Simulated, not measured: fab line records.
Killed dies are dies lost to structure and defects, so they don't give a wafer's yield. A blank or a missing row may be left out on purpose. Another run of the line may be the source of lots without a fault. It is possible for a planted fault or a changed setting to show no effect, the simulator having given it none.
Problem report in the 8D (eight disciplines) form, filled by code	flow berkeley-cmos170	the parts of the form that need people (team, actions taken, sign-off) are left out

== 1. PROBLEM STATEMENT ==
Wafers without a fault read 88.89 s, standard deviation 0.11; run-length-s at UCB170_V2_SOFTBAKE_08 reads a mean of 93.89 s on 6 wafers belonging to 2 lots. Relative to the usual mean, that is a shift of +45 standard deviations.
The step: time 60 s.
First observed at day 11 10:26: wafer L121.2, on litho-track-01. The record holds 42 wafers of 14 lots with a number at this step. The rule behind "out" and "out of limits": a value lying over 4 standard deviations away from the usual mean. The rest of the wafers with a number are treated as sound.

== 2. WHAT THIS IS AND IS NOT ==
question	is	is not
which readings at this step	run-length-s	-
which lots	L121, L125	L106, L108, L110, L111, L112, L113, L114, L115, L123, L127, L128, L129
which wafers of those lots	all that have a number	-
read on which tools	litho-track-01	litho-track-03, litho-track-04
when	from day 11 10:26	up to then (24 sound wafers); but 12 sound wafers of L123, L127, L128, L129 came after

== 3. THE SUSPECTS, EACH WITH WHAT RULES IT OUT ==
Counting: a tool at a process step up to the reading stays a suspect if it ran every lot that is out and no sound lot after the first of them.
- plasma-asher-01 at UCB170_V1_STRIP_15 (strips in O2): ruled out as a lasting fault. The sound lots L127 went through it after L121, its earliest lot that is out (day 11 05:31).
- litho-track-01 at UCB170_V2_SOFTBAKE_08 (time 60 s): kept. All lots that are out passed through it, beginning with L121 at day 11 10:26, and no sound lot followed; its final sound lot before that point was L114 at day 10 14:38. On those wafers its own readings are out: run-length-s.
After counting, what remains is litho-track-01 at UCB170_V2_SOFTBAKE_08.

== 4. THE CAUSE (what the simulator had put in) ==
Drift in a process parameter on litho-track-01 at UCB170_V2_SOFTBAKE_08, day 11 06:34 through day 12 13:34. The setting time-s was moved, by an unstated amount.
After counting, this tool was the only one left.

== 5. THE CHAIN OF EFFECTS, in route order ==
Each row: a reading whose mean over the struck wafers that have a number lies more than 3 standard deviations from the usual. Only readings whose record carries a usual standard deviation are examined. hours: median over the lots of the time between each lot's start at the first step of this table that gives one and its start at this step. sigmas: the change, counted in usual standard deviations.
hours	step	reading	usual	on struck wafers	change	sigmas
0	UCB170_V2_SOFTBAKE_08	run-length-s	88.89 s	93.89	+5.00	+45
Process steps it contains:
- UCB170_V2_SOFTBAKE_08: time 60 s.

== 6. WHAT WOULD HAVE CAUGHT IT SOONER ==
In this record no reading fell out of limits until day 11 10:26, 4 hours after the fault had begun at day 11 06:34.
